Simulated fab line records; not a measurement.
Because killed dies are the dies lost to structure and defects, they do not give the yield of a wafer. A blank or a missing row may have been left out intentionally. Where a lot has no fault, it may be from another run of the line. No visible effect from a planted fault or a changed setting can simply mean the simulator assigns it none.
Comparing a struck lot with a sound one    flow berkeley cmos170    16 out of 331 route steps
Sound: these wafers, L844.1, L844.5, L844.6. The struck wafers were L838.1, L838.3, L838.4. The cause is named last.
Per side, at each step with rows, come the tool, then ch with its chambers, and then its first start. Under that, the readings that differ: sound wafers    struck wafers    difference of the means    sigmas: that difference in standard deviations of wafers without a fault.
alike: a reading whose means differ by less than 2 such deviations, as well as words and numbers matching on both sides. not compared: withheld readings; readings where some wafer has no value; bounds like >300 that might hide an equal value; numbers whose values overlap and for which the record gives no deviation.
A row with sigmas, a row that says differs or no value, or rows on one side alone: a step with any of these is where the two part. Numbers that don't overlap but have no deviation are shown without sigmas and don't part them. Lack of a reading on every wafer of one side parts them only where that side has two or more wafers.

first, 2 steps without rows for these wafers: UCB170_FIELD_CLEAN_00 (cleans in dHF, time 7.5 s); UCB170_FIELD_OXIDATION_01 (target thk 558.3 nm, ox time 7200 s).
UCB170_FIELD_THK_MEAS_02:
  sound: film metro-02 at day 8 04:13; struck: film metro-02 at day 6 13:49
  alike: FIELD_OXIDE_THK
then, 4 steps without rows for these wafers: UCB170_FIELD_ANNEAL_03 (time 1200 s); UCB170_FIELD_WET_ETCH_04 (etches SiO2 in dHF, time 60 s); UCB170_FIELD_WET_ETCH_05 (etches Si3N4 in H3PO4, time 12600 s); UCB170_FIELD_WET_ETCH_06 (etches SiO2 in BOE, time 22 s).
UCB170_FIELD_THK_MEAS_90:
  sound: film metro-01 at day 8 13:31; struck: film metro-04 at day 7 03:19
  alike: FIELD_OXIDE_LEFT_1_THK
then, 2 steps without rows for these wafers: UCB170_SACOX_CLEAN_00 (cleans in dHF, time 7.5 s); UCB170_SACOX_OXIDATION_01 (target thk 14.4 nm, ox time 2400 s).
UCB170_SACOX_THK_MEAS_02:
  sound: film metro-03 at day 8 18:55; struck: film metro-01 at day 7 10:57
  alike: SACOX_OXIDE_THK
then, 1 step without rows for these wafers: UCB170_SCREENOX_WET_ETCH_00 (etches SiO2 in dHF, time 200 s).
UCB170_SCREENOX_OXIDATION_01: target thk 14.4 nm, ox time 2400 s.
  sound on furnace-02 ch 0, day 8 23:37; struck on furnace-01 ch 0, day 7 15:32
UCB170_SCREENOX_THK_MEAS_02:
  sound: film metro-02 at day 9 01:17; struck: film metro-04 at day 7 17:13
reading                  sound              struck             difference  sigmas
SCREENOX_OXIDE_THK (nm)  14.38 14.41 14.40  22.40 22.63 22.18  +8.01       +33
then, 1 step without rows for these wafers: UCB170_SCREENOX_ANNEAL_03 (time 900 s).
-- the record jumps here: 2 days lie between the struck wafers' starts before and after (it left off in module SCREENOX and takes up again in module M3, whose first step shown is number 331 of the route) --
UCB170_M3_PROBE_99:
  only the struck wafers here have rows in the record (prober-02, day 10 01:58); the sound ones have none

## WHERE THEY PART
At UCB170_SCREENOX_THK_MEAS_02 first; at UCB170_M3_PROBE_99 last (within this record only).

WHY: whatever the simulator had introduced
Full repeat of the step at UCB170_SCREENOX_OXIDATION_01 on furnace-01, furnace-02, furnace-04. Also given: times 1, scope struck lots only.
